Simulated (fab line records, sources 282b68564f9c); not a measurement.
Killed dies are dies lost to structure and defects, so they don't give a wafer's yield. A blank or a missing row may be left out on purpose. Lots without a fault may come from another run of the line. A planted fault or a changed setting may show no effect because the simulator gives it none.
fab line records | flow rit_cmos
record lots=15 wafers=45 last_day=7
route steps=202 shown NSD@140 SILICIDE@162
lots that met no fault: from a run of the same line without faults
start_h: hours from the record's first day to the start of the lot's first wafer shown | wait_h: hours since the lot's step before | " the same as in the row above | L1.1+2: a row that stands for several wafers | - no value, or no start given | * or withheld: withheld | < > ~ a bound
route shown NAME@n: a module of which the file shows steps, and the number in the route of the first | usual: mean/standard deviation of fault-free wafers | same: alike in all rows | chamber/n: place in a boat | sites: the reading at each site | _std_site: their standard deviation | _edge_site: outer sites' mean less inner sites' | radius_mm: how far each site lies from the wafer's centre | mask NAME#n: copy n | behind: the tool/chamber that last shaped the wafer | hold: why the lot was held/for how many hours/how that ended | device: the transistor (n, p or np) that didn't switch | end of line: the same wafers' tests at the end of the route | a step without rows: its recipe alone | killed: dies lost to structure and defects at the first sort, not the wafer's yield | map: a wafer's dies, x killed, . not, _ none there
set.NAME: the setting as run; set.NAME@STEP: as run at that earlier step | model.NAME: the simulator's own value behind a step, which no gauge read
steps of the route over a sample of lots; a table a step, a row a wafer
services: from which hour (start_h, from the record's first day; less than 0 if before it) a tool's chamber was out of use, for how many hours, and why
## steps
# step RIT_NSD_STRIP_09
# recipe chemistry=O2 time_s=180 resist=NOVOLAK platen_temp_c=withheld power_w=500 pressure_mtorr=4000 o2_flow_sccm=4000
# usual drypump_motor_current_A=5.57/0.29
# columns lot.wafer tool chamber start_h wait_h drypump_motor_current_A rf_hours_counter_h
L968.2 plasma_asher-04 1 47.48 0.1 5.35 25
L968.3 " 0 " " 5.69 -
L968.6 " 1 " " 5.35 -
L969.3 plasma_asher-04 1 51.70 0.1 5.37 -
L969.4 " 0 " " 5.68 -
L969.6 " 0 " " 5.71 -
L970.2 plasma_asher-03 0 57.68 0.1 4.98 41
L970.3 " 1 " " 5.80 -
L970.6 " 1 " " 5.83 -
L971.1 plasma_asher-04 0 63.18 0.1 5.72 27
L971.3 " 1 " " 5.32 -
L971.6 " 0 " " 5.68 -
L975.1 plasma_asher-02 0 85.65 0.1 5.99 44
L975.2 " 1 " " 5.75 44
L975.5 " 1 " " 5.71 -
L976.1 plasma_asher-03 1 88.74 0.1 5.81 45
L976.5 " 1 " " 5.83 -
L976.6 " 0 " " 5.00 -
L977.2 plasma_asher-04 1 93.04 0.1 5.32 30
L977.5 " 1 " " 5.34 -
L977.6 " 0 " " 5.71 -
L980.1 plasma_asher-03 1 106.21 0.1 5.79 47
L980.2 " 0 " " 4.96 47
L980.4 " 0 " " 4.98 -
L981.1 plasma_asher-04 0 114.46 0.1 5.68 33
L981.2 " 1 " " 5.34 33
L981.5 " 1 " " 5.35 -
L982.2 plasma_asher-04 0 116.99 0.1 5.69 33
L982.3 " 0 " " 5.73 -
L982.5 " 0 " " 5.68 -
L983.2 plasma_asher-03 0 122.57 0.1 4.97 49
L983.3 " 0 " " 4.99 -
L983.5 " 1 " " 5.80 -
L986.1 plasma_asher-02 1 141.60 0.1 5.79 50
L986.2 " 0 " " 5.97 50
L986.4 " 1 " " 5.75 -
L987.1 plasma_asher-02 1 146.25 0.1 5.74 51
L987.3 " 1 " " 5.75 -
L987.6 " 0 " " 5.97 -
L989.1 plasma_asher-03 1 158.45 0.1 5.76 53
L989.2 " 0 " " 5.00 53
L989.5 " 1 " " 5.78 -
L990.2 plasma_asher-04 0 160.34 0.1 5.69 36
L990.4 " 1 " " 5.34 -
L990.5 " 1 " " 5.33 -
# step RIT_NSD_TW_MEAS_10
# usual NSD_TW=3120/31
# columns lot.wafer tool chamber start_h wait_h NSD_TW
L968.2 film_metro-04 - 47.67 0.1 3101
L968.3 " - " " 3088
L968.6 " - " " 3103
L969.3 film_metro-02 - 51.84 0.1 3090
L969.4 " - " " 3083
L969.6 " - " " 3088
L970.2 film_metro-02 - 57.87 0.1 3098
L970.3 " - " " 3100
L970.6 " - " " 3097
L971.1 film_metro-02 - 63.36 0.1 3106
L971.3 " - " " 3109
L971.6 " - " " 3102
L975.1 film_metro-04 - 85.83 0.1 3094
L975.2 " - " " 3084
L975.5 " - " " 3095
L976.1 film_metro-04 - 88.91 0.1 3103
L976.5 " - " " 3102
L976.6 " - " " 3096
L977.2 film_metro-01 - 93.22 0.1 3148
L977.5 " - " " 3176
L977.6 " - " " 3160
L980.1 film_metro-01 - 106.39 0.1 3164
L980.2 " - " " 3144
L980.4 " - " " 3155
L981.1 film_metro-04 - 114.63 0.1 3090
L981.2 " - " " 3074
L981.5 " - " " 3082
L982.2 film_metro-02 - 117.18 0.1 3098
L982.3 " - " " 3093
L982.5 " - " " 3114
L983.2 film_metro-04 - 122.76 0.1 3119
L983.3 " - " " 3138
L983.5 " - " " 3106
L986.1 film_metro-02 - 141.78 0.1 3118
L986.2 " - " " 3130
L986.4 " - " " 3136
L987.1 film_metro-01 - 146.42 0.1 3166
L987.3 " - " " 3173
L987.6 " - " " 3187
L989.1 film_metro-04 - 158.62 0.1 3108
L989.2 " - " " 3100
L989.5 " - " " 3091
L990.2 film_metro-02 - 160.53 0.1 3119
L990.4 " - " " 3133
L990.5 " - " " 3128
# step RIT_SILICIDE_SPUTTER_01
# recipe material=Ti target_thk_nm=30 power_w=350 chamber_pressure_pa=0.667 gas=Ar time_s=240 substrate_temp_c=25
# usual cathode_dc_power_W=350.00/0.059 chamber_pressure_pa=0.6669/0.0014 substrate_temp_c=24.99/0.1 throttle_valve_pct=30.0/1
# columns lot.wafer tool chamber start_h wait_h cathode_dc_power_W chamber_pressure_pa substrate_temp_c throttle_valve_pct
L968.2 pvd_sputter-03 - 50.20 0.0 350.02 0.6691 25.08 29.6
L968.3 " - " " 350.04 0.6668 24.99 30.6
L968.6 " - " " 350.00 0.6685 25.06 30.4
L969.3 pvd_sputter-01 - 54.48 0.0 350.00 0.6672 25.11 29.2
L969.4 " - " " 350.01 0.6661 25.13 32.3
L969.6 " - " " 349.98 0.6671 25.00 29.6
L970.2 pvd_sputter-02 - 60.38 0.0 349.95 0.6667 25.11 31.1
L970.3 " - " " 350.00 0.6674 24.87 31.4
L970.6 " - " " 350.00 0.6686 25.14 29.5
L971.1 pvd_sputter-02 - 65.77 0.0 350.04 0.6670 25.11 29.3
L971.3 " - " " 350.02 0.6693 25.02 31.5
L971.6 " - " " 350.03 0.6658 24.99 30.0
L975.1 pvd_sputter-02 - 88.30 0.0 350.02 0.6676 24.98 29.2
L975.2 " - " " 350.00 0.6678 24.98 31.2
L975.5 " - " " 349.90 0.6692 24.96 29.0
L976.1 pvd_sputter-03 - 91.49 0.0 350.03 0.6667 24.94 29.7
L976.5 " - " " 350.06 0.6676 25.07 29.6
L976.6 " - " " 349.98 0.6665 25.05 29.7
L977.2 pvd_sputter-02 - 95.63 0.0 349.93 0.6640 25.23 29.6
L977.5 " - " " 350.08 0.6667 24.96 31.4
L977.6 " - " " 349.97 0.6651 25.13 29.2
L980.1 pvd_sputter-01 - 108.82 0.0 - - - -
L980.2 " - " " - - - -
L980.4 " - " " - - - -
L981.1 pvd_sputter-03 - 117.17 0.0 - - - -
L981.2 " - " " - - - -
L981.5 " - " " - - - -
L982.2 pvd_sputter-01 - 119.57 0.0 - - - -
L982.3 " - " " - - - -
L982.5 " - " " - - - -
L983.2 pvd_sputter-03 - 125.34 0.0 350.04 0.6677 24.81 29.2
L983.3 " - " " 350.00 0.6664 24.97 29.5
L983.5 " - " " 350.03 0.6683 24.94 28.9
L986.1 pvd_sputter-01 - 144.24 0.0 349.94 0.6669 24.99 32.3
L986.2 " - " " 349.91 0.6674 24.93 31.6
L986.4 " - " " 349.93 0.6685 25.07 28.3
L987.1 pvd_sputter-03 - 148.84 0.0 350.05 0.6660 25.05 29.2
L987.3 " - " " 349.99 0.6678 24.83 29.6
L987.6 " - " " 349.96 0.6667 24.91 30.4
L989.1 pvd_sputter-03 - 161.34 0.0 350.05 0.6676 24.75 29.7
L989.2 " - " " 350.04 0.6644 24.88 29.1
L989.5 " - " " 349.96 0.6682 24.88 29.4
L990.2 pvd_sputter-01 - 162.95 0.0 349.87 0.6655 24.93 28.6
L990.4 " - " " 350.00 0.6658 24.87 29.5
L990.5 " - " " 350.01 0.6666 25.09 32.2
# step RIT_SILICIDE_RS_MEAS_02
# recipe thk_meas_gauge=four-point-probe reads=Ti_of_SILICIDE_SPUTTER_01
# usual SILICIDE_TI_RS=48.0/0.81
# columns lot.wafer tool chamber start_h wait_h SILICIDE_TI_RS[ohm/sq]
L968.2 film_metro-02 - 50.37 0.1 49.0
L968.3 " - " " 49.1
L968.6 " - " " 49.1
L969.3 film_metro-02 - 54.67 0.1 47.8
L969.4 " - " " 47.3
L969.6 " - " " 47.7
L970.2 film_metro-03 - 60.55 0.1 46.5
L970.3 " - " " 47.3
L970.6 " - " " 46.8
L971.1 film_metro-02 - 65.92 0.1 46.1
L971.3 " - " " 46.6
L971.6 " - " " 46.6
L975.1 film_metro-02 - 88.45 0.1 47.0
L975.2 " - " " 46.9
L975.5 " - " " 46.8
L976.1 film_metro-04 - 91.64 0.1 47.8
L976.5 " - " " 47.5
L976.6 " - " " 47.6
L977.2 film_metro-02 - 95.80 0.1 46.8
L977.5 " - " " 47.2
L977.6 " - " " 46.9
L980.1 film_metro-02 - 108.97 0.1 -
L980.2 " - " " -
L980.4 " - " " -
L981.1 film_metro-02 - 117.32 0.1 -
L981.2 " - " " -
L981.5 " - " " -
L982.2 film_metro-03 - 119.74 0.1 -
L982.3 " - " " -
L982.5 " - " " -
L983.2 film_metro-02 - 125.51 0.1 48.3
L983.3 " - " " 48.5
L983.5 " - " " 48.7
L986.1 film_metro-03 - 144.39 0.1 48.0
L986.2 " - " " 48.1
L986.4 " - " " 49.0
L987.1 film_metro-04 - 148.99 0.1 48.1
L987.3 " - " " 48.4
L987.6 " - " " 47.3
L989.1 film_metro-04 - 161.49 0.1 49.5
L989.2 " - " " 48.7
L989.5 " - " " 48.8
L990.2 film_metro-02 - 163.12 0.1 48.8
L990.4 " - " " 48.6
L990.5 " - " " 47.9
# step RIT_SILICIDE_THK_MEAS_03
# recipe thk_meas_gauge=xrf reads=Ti_of_SILICIDE_SPUTTER_01
# usual SILICIDE_TI_THK=29.6/0.45
# columns lot.wafer tool chamber start_h wait_h SILICIDE_TI_THK[nm]
L968.2 film_metro-02 - 50.48 0.1 29.1
L968.3 " - " " 29.1
L968.6 " - " " 29.1
L969.3 film_metro-02 - 54.77 0.1 29.8
L969.4 " - " " 30.1
L969.6 " - " " 29.7
L970.2 film_metro-03 - 60.66 0.1 30.4
L970.3 " - " " 30.1
L970.6 " - " " 30.3
L971.1 film_metro-02 - 66.04 0.1 30.6
L971.3 " - " " 30.4
L971.6 " - " " 30.3
L975.1 film_metro-02 - 88.57 0.1 30.2
L975.2 " - " " 30.1
L975.5 " - " " 30.2
L976.1 film_metro-04 - 91.76 0.1 29.7
L976.5 " - " " 29.7
L976.6 " - " " 29.6
L977.2 film_metro-02 - 95.91 0.1 30.3
L977.5 " - " " 30.0
L977.6 " - " " 30.1
L980.1 film_metro-02 - 109.09 0.1 <0.0
L980.2 " - " " <0.0
L980.4 " - " " <0.0
L981.1 film_metro-02 - 117.44 0.1 <0.0
L981.2 " - " " <0.0
L981.5 " - " " <0.0
L982.2 film_metro-03 - 119.85 0.1 <0.0
L982.3 " - " " <0.0
L982.5 " - " " <0.0
L983.2 film_metro-02 - 125.62 0.1 29.7
L983.3 " - " " 29.6
L983.5 " - " " 29.4
L986.1 film_metro-03 - 144.51 0.1 29.7
L986.2 " - " " 29.6
L986.4 " - " " 29.4
L987.1 film_metro-04 - 149.11 0.1 29.4
L987.3 " - " " 29.3
L987.6 " - " " 29.7
L989.1 film_metro-04 - 161.61 0.1 28.8
L989.2 " - " " 29.1
L989.5 " - " " 29.2
L990.2 film_metro-02 - 163.23 0.1 29.3
L990.4 " - " " 29.3
L990.5 " - " " 29.9
# step RIT_SILICIDE_RTA_06
# recipe temp_c=750 time_s=10 idle_temp_c=25 ramp_up_s=5 ramp_down_s=10 cool_to_c=25 ambient=N2
# usual wafer_temp_C_max=753.8/0.81
# columns lot.wafer tool chamber start_h wait_h wafer_temp_C_max
L968.2 rtp_anneal-02 0 50.65 0.0 755.1
L968.3 " 0 " " 753.7
L968.6 " 0 " " 753.8
L969.3 rtp_anneal-01 0 54.94 0.0 752.9
L969.4 " 0 " " 754.5
L969.6 " 0 " " 752.8
L970.2 rtp_anneal-02 0 60.84 0.0 753.7
L970.3 " 0 " " 755.2
L970.6 " 0 " " 754.3
L971.1 rtp_anneal-01 0 66.21 0.0 753.7
L971.3 " 0 " " 753.1
L971.6 " 0 " " 754.0
L975.1 rtp_anneal-01 0 88.74 0.0 752.7
L975.2 " 0 " " 754.7
L975.5 " 0 " " 753.8
L976.1 rtp_anneal-02 0 91.93 0.0 754.7
L976.5 " 0 " " 755.3
L976.6 " 0 " " 755.9
L977.2 rtp_anneal-01 0 96.08 0.0 752.8
L977.5 " 0 " " 754.0
L977.6 " 0 " " 753.6
L980.1 rtp_anneal-02 0 109.26 0.0 753.9
L980.2 " 0 " " 754.6
L980.4 " 0 " " 754.4
L981.1 rtp_anneal-01 0 117.62 0.0 752.3
L981.2 " 0 " " 753.8
L981.5 " 0 " " 753.5
L982.2 rtp_anneal-02 0 120.02 0.0 753.7
L982.3 " 0 " " 754.9
L982.5 " 0 " " 753.0
L983.2 rtp_anneal-01 0 125.79 0.0 752.7
L983.3 " 0 " " 753.3
L983.5 " 0 " " 753.1
L986.1 rtp_anneal-02 0 144.68 0.0 754.4
L986.2 " 0 " " 753.8
L986.4 " 0 " " 754.9
L987.1 rtp_anneal-01 0 149.28 0.0 753.2
L987.3 " 0 " " 752.2
L987.6 " 0 " " 752.4
L989.1 rtp_anneal-01 0 161.82 0.0 754.3
L989.2 " 0 " " 753.9
L989.5 " 0 " " 754.0
L990.2 rtp_anneal-02 0 163.40 0.0 754.2
L990.4 " 0 " " 753.4
L990.5 " 0 " " 753.7
## services
# columns tool chamber start_h hours kind
plasma_asher-02 - 30.99 2.8 pm
pvd_sputter-03 - 59.59 2.9 repair
pvd_sputter-03 - 63.19 5.3 repair
rtp_anneal-01 - 69.45 3.5 pm
pvd_sputter-02 - 104.56 4.8 repair
pvd_sputter-03 - 128.82 16.5 repair
plasma_asher-04 - 130.92 14.6 repair
pvd_sputter-02 - 133.29 6.5 repair
## key
first_sign step=RIT_SILICIDE_SPUTTER_01 reading=tool_record direction=missing
effect step=RIT_SILICIDE_RS_MEAS_02 reading=SILICIDE_TI_RS direction=missing
effect step=RIT_SILICIDE_THK_MEAS_03 reading=SILICIDE_TI_THK direction=down sigmas=66 usual=29.6 struck=<0.0
met_at RIT_SILICIDE_SPUTTER_01
struck_lots L980,L981,L982
later_rows_left_out L980.1,L980.2,L980.4,L981.1,L981.2,L981.5,L982.2,L982.3,L982.5
sort_left_out L980.1,L980.2,L980.4,L981.1,L981.2,L981.5,L982.2,L982.3,L982.5
tester_left_out L980,L981,L982
not_acting_at RIT_NSD_STRIP_09,RIT_NSD_TW_MEAS_10,RIT_SILICIDE_RTA_06
onset_between 91.49 108.82
fault kind=skipped_step_whole tool=pvd_sputter-01,pvd_sputter-03 chamber=- onset_h=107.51 steps=RIT_SILICIDE_SPUTTER_01 scope=struck_lots_only
# tester_left_out: of these lots the tester's yield and bins aren't shown, on N5 and GAA mostly nor the transistor test; their killed dies are dies lost to structure and defects alone, not to doping, threshold or leakage, so they don't give the yield
# sort_left_out: the simulated sort isn't trusted on such a fault, so these wafers' sort isn't shown, and their yield isn't known
# later_rows_left_out: the simulator's readings of these wafers behind a module that went badly wrong aren't trusted and aren't shown, but for the sort
